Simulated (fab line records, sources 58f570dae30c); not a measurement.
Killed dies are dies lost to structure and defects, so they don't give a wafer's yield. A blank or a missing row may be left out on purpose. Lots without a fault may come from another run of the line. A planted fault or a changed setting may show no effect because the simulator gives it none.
Which tool did it? | flow berkeley_cmos170 | 14 lots, 42 wafers sampled, at 5 steps of a route of 331

WHAT THE GAUGES READ, wafer by wafer
UCB170_PSD_TW_MEAS_10.
lot  | measured     | on            | PSD_TW
L528 | day 6 09:56  | film_metro-01 | 2325 2328 2346
L529 | day 7 02:09  | film_metro-01 | 2339 2351 2355
L530 | day 7 08:03  | film_metro-01 | 2358 2347 2347
L535 | day 7 19:10  | film_metro-03 | 2340 2340 2343
L531 | day 7 19:22  | film_metro-01 | 2353 2343 2354
L532 | day 7 19:35  | film_metro-04 | 2361 2371 2360
L536 | day 8 04:08  | film_metro-01 | 2341 2333 2339
L538 | day 8 04:16  | film_metro-03 | 2361 2350 2350
L545 | day 9 16:59  | film_metro-01 | 2333 2354 2349
L544 | day 9 17:13  | film_metro-03 | 2347 2347 2351
L546 | day 10 08:35 | film_metro-03 | 2361 2341 2348
L547 | day 10 13:55 | film_metro-03 | 2351 2345 2351
L550 | day 10 21:51 | film_metro-01 | 2361 2351 2357
L551 | day 11 08:41 | film_metro-04 | 2379 2373 2384

UCB170_SDANNEAL_RS_MEAS_02: measures by four-point-probe.
lot  | measured     | on            | PSD_RS (ohm/sq)
L528 | day 6 12:58  | film_metro-01 | 75.8 75.8 75.4
L529 | day 7 06:47  | film_metro-03 | 75.1 75.1 75.2
L530 | day 7 12:21  | film_metro-01 | 75.4 75.3 75.2
L535 | day 7 22:20  | film_metro-03 | 75.5 75.6 75.8
L531 | day 7 22:47  | film_metro-04 | 75.0 74.9 75.0
L532 | day 7 23:17  | film_metro-04 | 75.6 75.4 75.6
L536 | day 8 10:40  | film_metro-03 | 75.1 75.2 75.2
L538 | day 8 09:51  | film_metro-03 | 76.3 76.1 76.3
L545 | day 9 20:07  | film_metro-03 | 75.9 76.2 75.9
L544 | day 9 20:28  | film_metro-04 | 75.5 75.3 75.4
L546 | day 10 12:43 | film_metro-01 | 75.8 75.7 75.2
L547 | day 10 20:18 | film_metro-01 | 75.6 75.4 75.5
L550 | day 11 00:47 | film_metro-03 | 74.7 74.6 74.8
L551 | day 11 12:22 | film_metro-03 | 75.1 74.8 75.0

UCB170_CONTACT_THK_MEAS_02.
lot  | measured     | on            | CONTACT_PSG_THK (nm)
L528 | day 6 15:56  | film_metro-01 | 698 691 692
L529 | day 7 10:30  | film_metro-03 | 702 699 699
L530 | day 7 15:59  | film_metro-01 | 712 709 714
L535 | day 8 03:43  | film_metro-01 | 1416 1420 1416
L531 | day 8 01:56  | film_metro-02 | 703 699 699
L532 | day 8 03:05  | film_metro-02 | 700 706 704
L536 | day 8 15:07  | film_metro-03 | 707 709 706
L538 | day 8 17:47  | film_metro-02 | 1413 1412 1406
L545 | day 9 23:58  | film_metro-01 | 709 710 704
L544 | day 10 01:47 | film_metro-03 | 706 708 702
L546 | day 10 16:26 | film_metro-02 | 708 709 705
L547 | day 11 00:01 | film_metro-03 | 713 708 710
L550 | day 11 05:25 | film_metro-02 | 697 695 695
L551 | day 11 16:10 | film_metro-01 | 701 695 700

WHICH TOOL RAN EACH LOT (tool, then ch and the chambers of the sampled wafers, then the start)
lot  | UCB170_SILICIDE_SPUTTER_01   | UCB170_CONTACT_CVD_01
L528 | pvd_sputter-04, day 6 13:29  | lpcvd-02 ch 0, day 6 14:09
L529 | pvd_sputter-04, day 7 07:19  | lpcvd-02 ch 0, day 7 07:49
L530 | pvd_sputter-03, day 7 12:54  | lpcvd-01 ch 0, day 7 14:12
L535 | pvd_sputter-01, day 7 22:52  | lpcvd-01 ch 0, day 7 23:31 and lpcvd-02 ch 0, day 8 01:56
L531 | pvd_sputter-04, day 7 23:19  | lpcvd-02 ch 0, day 8 00:09
L532 | pvd_sputter-03, day 7 23:48  | lpcvd-01 ch 1, day 8 01:17
L536 | pvd_sputter-04, day 8 11:13  | lpcvd-02 ch 0, day 8 12:26
L538 | pvd_sputter-01, day 8 10:24  | lpcvd-01 ch 1, day 8 11:17 and lpcvd-02 ch 1, day 8 15:07
L545 | pvd_sputter-04, day 9 20:39  | lpcvd-02 ch 1, day 9 21:17
L544 | pvd_sputter-01, day 9 21:01  | lpcvd-01 ch 0, day 10 00:01
L546 | pvd_sputter-04, day 10 13:16 | lpcvd-02 ch 1, day 10 13:45
L547 | pvd_sputter-04, day 10 20:50 | lpcvd-02 ch 1, day 10 21:20
L550 | pvd_sputter-03, day 11 01:20 | lpcvd-02 ch 0, day 11 02:45
L551 | pvd_sputter-01, day 11 12:52 | lpcvd-02 ch 0, day 11 13:28
- UCB170_SILICIDE_SPUTTER_01: material Ti, target thk 30 nm, time 25 s.
- UCB170_CONTACT_CVD_01: deposits PSG from SiH4/O2/PH3, target thk 700 nm, time 2820 s.

WHAT THE TOOLS THEMSELVES READ (means of the sampled wafers that have a number; where no wafer has one, the mark that the record gives instead)
UCB170_SILICIDE_SPUTTER_01.
lot  | tool           | throttle_valve_pct (%)
L528 | pvd_sputter-04 | 30.5
L529 | pvd_sputter-04 | 28.9
L530 | pvd_sputter-03 | 31.1
L535 | pvd_sputter-01 | 30.6
L531 | pvd_sputter-04 | 30.6
L532 | pvd_sputter-03 | 30.4
L536 | pvd_sputter-04 | 29.6
L538 | pvd_sputter-01 | 30.3
L545 | pvd_sputter-04 | 29.9
L544 | pvd_sputter-01 | 30.2
L546 | pvd_sputter-04 | 30.0
L547 | pvd_sputter-04 | 29.8
L550 | pvd_sputter-03 | 30.4
L551 | pvd_sputter-01 | 30.8

THE ANSWER, worked out from the rows above alone
Rule: what is usual is taken from the lots themselves. Put in order of their means at a reading, lots are off if they are a third of the lots or fewer, leave a main group of 4 or more, and stand apart from it by a gap of 3 or more times the standard deviation of the main group's means; of several such gaps the widest counts. A main group whose means are all the same, to the digits that the tables above print for the reading, isn't used. A lot without any number at a reading at which 4 lots or more have one is off too. The other lots that the step has rows for count as sound. The gauges are gone through in route order, then the tools' own readings, and for those a lot's mean is taken as printed above. The first step at which some lot is off is used, and at that step the reading that is off furthest; a lot without a number counts as furthest.
Off: L535, L538, at UCB170_CONTACT_THK_MEAS_02 (CONTACT_PSG_THK). The main group: mean 703 nm, standard deviation 5.5.
A tool fits if, at a process step before that reading, it ran every lot that is off, and no sound lot after the first of them. The gauges at UCB170_CONTACT_THK_MEAS_02 are tried like those tools. None of those tried fits.

WHAT THE SIMULATOR HAD PUT IN
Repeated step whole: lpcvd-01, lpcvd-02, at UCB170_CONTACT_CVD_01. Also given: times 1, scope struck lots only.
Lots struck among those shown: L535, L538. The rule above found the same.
